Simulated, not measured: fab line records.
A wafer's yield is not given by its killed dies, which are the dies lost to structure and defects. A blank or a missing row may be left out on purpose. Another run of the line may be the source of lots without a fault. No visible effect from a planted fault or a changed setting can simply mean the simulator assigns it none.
Check for tools in common -- flow berkeley cmos170 -- 13 lots, 45 wafers sampled

THE REASON FOR OPENING IT
Of 13 lots, 2 have the reading M2_AL_RS flagged at UCB170_M2_RS_MEAS_02. Wafers without a fault read 0.0322 ohm/sq, standard deviation 0.00039.
Rule: a lot gets a flag if all its wafers with a number sit over 4 standard deviations from that mean, or if no wafer of it has a number. The rest of the lots are taken to be sound.

lot,measured,on,"M2_AL_RS (ohm/sq), wafer by wafer",flag
L673,day 8 07:58,film metro-01,0.0324 0.0329 0.0324,
L676,day 8 12:56,film metro-01,0.0319 0.0325 0.0324,
L678,day 9 15:41,film metro-01,0.0416 0.0414 0.0417 0.0416 0.0414 0.0417,FLAGGED
L681,day 10 02:16,film metro-04,0.0411 0.0401 0.0410 0.0412 0.0401 0.0410,FLAGGED
L687,day 11 08:17,film metro-01,0.0325 0.0328 0.0322,
L686,day 11 10:03,film metro-01,0.0322 0.0322 0.0318,
L691,day 12 05:06,film metro-04,0.0316 0.0314 0.0319,
L692,day 12 12:44,film metro-01,0.0318 0.0316 0.0317,
L690,day 12 17:07,film metro-03,0.0325 0.0329 0.0323,
L693,day 12 17:16,film metro-01,0.0325 0.0322 0.0323,
L689,day 12 17:23,film metro-03,0.0320 0.0323 0.0320,
L695,day 13 05:59,film metro-04,0.0316 0.0321 0.0321,
L694,day 13 20:00,film metro-03,0.0316 0.0320 0.0324,
Average over the flagged lots: 0.0412 ohm/sq; offset from the usual +0.0090 ohm/sq, equal to +23 standard deviations.

WHICH TOOL EACH LOT WENT THROUGH
2 process steps preceding the reading are held in the record, out of 331 steps in the route. Every cell lists first the tool, next ch and the chambers used by the sampled wafers, and last the start.
lot,flag,UCB170_V1_STRIP_15,UCB170_M2_SPUTTER_01
L673,,"plasma asher-01 ch 0,1, day 8 07:34","pvd sputter-02, day 8 07:53"
L676,,"plasma asher-03 ch 0,1, day 8 12:34","pvd sputter-01, day 8 12:50"
L678,FLAGGED,"plasma asher-03 ch 0,1, day 9 15:19","pvd sputter-01, day 9 15:36"
L681,FLAGGED,"plasma asher-01 ch 0,1, day 10 01:53","pvd sputter-01, day 10 02:10"
L687,,"plasma asher-01 ch 0,1, day 11 07:55","pvd sputter-03, day 11 08:13"
L686,,"plasma asher-03 ch 0,1, day 11 09:37","pvd sputter-03, day 11 09:55"
L691,,"plasma asher-03 ch 0,1, day 12 04:40","pvd sputter-02, day 12 05:00"
L692,,"plasma asher-01 ch 0,1, day 12 12:22","pvd sputter-02, day 12 12:39"
L690,,"plasma asher-03 ch 0,1, day 12 16:44","pvd sputter-03, day 12 17:02"
L693,,"plasma asher-01 ch 0,1, day 12 16:52","pvd sputter-02, day 12 17:09"
L689,,"plasma asher-04 ch 0,1, day 12 17:01","pvd sputter-01, day 12 17:18"
L695,,"plasma asher-01 ch 0, day 13 05:37","pvd sputter-01, day 13 05:55"
L694,,"plasma asher-04 ch 0,1, day 13 19:38","pvd sputter-02, day 13 19:55"
What is done by these steps:
- UCB170_V1_STRIP_15: strips in O2.
- UCB170_M2_SPUTTER_01: material Al, target thk 900 nm, time 120 s.
- UCB170_M2_RS_MEAS_02: measures by four-point-probe.

FLAGGED OVER TOTAL, TOOL BY TOOL (the gauges that took the reading come last)
step,tool,lots run,flagged,share of the flagged lots,sound lots run after its first flagged lot
UCB170_V1_STRIP_15,plasma asher-01,6,1,some,"4 (L687,L692,L693,L695)"
UCB170_V1_STRIP_15,plasma asher-03,5,1,some,"3 (L686,L691,L690)"
UCB170_V1_STRIP_15,plasma asher-04,2,0,none,-
UCB170_M2_SPUTTER_01,pvd sputter-01,5,2,all,"2 (L689,L695)"
UCB170_M2_SPUTTER_01,pvd sputter-02,5,0,none,-
UCB170_M2_SPUTTER_01,pvd sputter-03,3,0,none,-
UCB170_M2_RS_MEAS_02,film metro-01,7,1,some,"4 (L687,L686,L692,L693)"
UCB170_M2_RS_MEAS_02,film metro-03,3,0,none,-
UCB170_M2_RS_MEAS_02,film metro-04,3,1,some,"2 (L691,L695)"

WHAT THE TABLE ALLOWS
In the table, 1 row covers all flagged lots: pvd sputter-01 at UCB170_M2_SPUTTER_01.
- pvd sputter-01 at UCB170_M2_SPUTTER_01: 2 of its 5 lots flagged. Sound lots ran on it after the first flagged one (L689, L695), which a lasting fault on the whole tool wouldn't allow. Its own readings lie more than 4 standard deviations out on every wafer of the flagged lots: cathode dc power W.
There is no row in the table that ran each flagged lot and no sound lot after the first.

WHAT THE SIMULATOR PUT IN
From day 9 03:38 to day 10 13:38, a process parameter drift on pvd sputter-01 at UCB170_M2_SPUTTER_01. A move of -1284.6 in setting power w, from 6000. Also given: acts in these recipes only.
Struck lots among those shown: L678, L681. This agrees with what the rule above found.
